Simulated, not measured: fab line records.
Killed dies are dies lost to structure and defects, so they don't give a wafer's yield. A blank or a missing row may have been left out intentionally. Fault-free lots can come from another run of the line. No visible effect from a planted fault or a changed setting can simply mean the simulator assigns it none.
The tool behind it: which one? || flow berkeley_cmos170 || 7 lots with 21 wafers sampled at 2 steps, on a route of 331 steps

WHAT THE GAUGES SHOWED, per wafer
UCB170_CONTACT_OVL_MEAS_16.
{"lot": "L911", "measured": "day 9 03:29", "on": "overlay-02", "CONTACT_OVL (nm)": "-2 -9 -6"}
{"lot": "L916", "measured": "day 9 22:38", "on": "overlay-02", "CONTACT_OVL (nm)": "6 0 2"}
{"lot": "L918", "measured": "day 10 13:19", "on": "overlay-01", "CONTACT_OVL (nm)": "7 7 8"}
{"lot": "L923", "measured": "day 11 11:00", "on": "overlay-01", "CONTACT_OVL (nm)": "1 -1 0"}
{"lot": "L929", "measured": "day 12 22:31", "on": "overlay-01", "CONTACT_OVL (nm)": "7 -3 2"}
{"lot": "L932", "measured": "day 12 22:26", "on": "overlay-02", "CONTACT_OVL (nm)": "-2 -4 -7"}
{"lot": "L930", "measured": "day 12 22:46", "on": "overlay-01", "CONTACT_OVL (nm)": "-4 -6 1"}

TOOL THAT RAN EACH LOT (tool first, then ch and the chambers of the sampled wafers, then the start)
{"lot": "L911", "UCB170_PSD_PEB_04": "litho_track-03 ch 0, day 8 18:53"}
{"lot": "L916", "UCB170_PSD_PEB_04": "litho_track-01, day 9 12:26"}
{"lot": "L918", "UCB170_PSD_PEB_04": "litho_track-03 ch 0, day 10 03:29"}
{"lot": "L923", "UCB170_PSD_PEB_04": "litho_track-01 ch 0, day 10 23:51"}
{"lot": "L929", "UCB170_PSD_PEB_04": "litho_track-01 ch 0, day 12 09:00"}
{"lot": "L932", "UCB170_PSD_PEB_04": "litho_track-04 ch 0, day 12 09:00"}
{"lot": "L930", "UCB170_PSD_PEB_04": "litho_track-04 ch 0, day 12 09:58"}
- UCB170_PSD_PEB_04

THE ANSWER, worked out from the rows above alone
Rule: the lots themselves supply what counts as usual. Put in order of their means at a reading, lots are off if they are a third of the lots or fewer, leave a main group of 4 or more, and stand apart from it by a gap of 3 or more times the standard deviation of the main group's means; of several such gaps the widest counts. If all means in a main group match to the digits the tables above print for the reading, that group is not used. Also off: a lot with no number at a reading for which 4 or more lots have one. Where the step has rows for the other lots, those lots are counted as sound.
No lot is off at any reading shown: from this, nothing can be told.

WHAT THE SIMULATOR HAD INSERTED
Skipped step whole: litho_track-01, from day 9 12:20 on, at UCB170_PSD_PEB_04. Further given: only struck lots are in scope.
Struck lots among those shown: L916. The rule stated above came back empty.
